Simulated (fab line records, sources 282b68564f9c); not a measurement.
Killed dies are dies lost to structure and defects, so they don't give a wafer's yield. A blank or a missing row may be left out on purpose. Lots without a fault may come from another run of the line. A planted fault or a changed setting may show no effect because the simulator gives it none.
Which tool did it? | flow rit_cmos | 7 lots, 21 wafers sampled, at 2 steps of a route of 202

WHAT THE GAUGES READ, wafer by wafer
RIT_NLDD_TW_MEAS_10.
lot  | measured    | on            | NLDD_TW
L142 | day 3 01:53 | film_metro-03 | 2513 2512 2522
L144 | day 3 10:26 | film_metro-01 | 2506 2495 2487
L148 | day 4 07:40 | film_metro-02 | 2441 2455 2445
L151 | day 5 03:59 | film_metro-03 | 2514 2528 2521
L156 | day 6 08:02 | film_metro-03 | 2506 2496 2483
L161 | day 7 04:55 | film_metro-03 | 2726 2729 2731
L163 | day 7 17:52 | film_metro-03 | 2726 2714 2710

WHICH TOOL RAN EACH LOT (tool, then ch and the chambers of the sampled wafers, then the start)
lot  | RIT_NLDD_IMPLANT_08
L142 | implanter-04 ch 0, day 3 01:34
L144 | implanter-04 ch 0, day 3 10:07
L148 | implanter-04 ch 0, day 4 07:21
L151 | implanter-02 ch 0, day 5 03:40
L156 | implanter-01 ch 0, day 6 07:44
L161 | implanter-01 ch 0, day 7 04:37
L163 | implanter-01 ch 0, day 7 17:32
- RIT_NLDD_IMPLANT_08

THE ANSWER, worked out from the rows above alone
Rule: what is usual is taken from the lots themselves. Put in order of their means at a reading, lots are off if they are a third of the lots or fewer, leave a main group of 4 or more, and stand apart from it by a gap of 3 or more times the standard deviation of the main group's means; of several such gaps the widest counts. A main group whose means are all the same, to the digits that the tables above print for the reading, isn't used. A lot without any number at a reading at which 4 lots or more have one is off too. The other lots that the step has rows for count as sound.
Off: L161, L163, at RIT_NLDD_TW_MEAS_10 (NLDD_TW). The main group: mean 2495, standard deviation 26.
A tool fits if, at a process step before that reading, it ran every lot that is off, and no sound lot after the first of them. The gauges at RIT_NLDD_TW_MEAS_10 are tried like those tools. Can't be told from this: 2 tools fit, implanter-01 at RIT_NLDD_IMPLANT_08, film_metro-03 at RIT_NLDD_TW_MEAS_10.

WHAT THE SIMULATOR HAD PUT IN
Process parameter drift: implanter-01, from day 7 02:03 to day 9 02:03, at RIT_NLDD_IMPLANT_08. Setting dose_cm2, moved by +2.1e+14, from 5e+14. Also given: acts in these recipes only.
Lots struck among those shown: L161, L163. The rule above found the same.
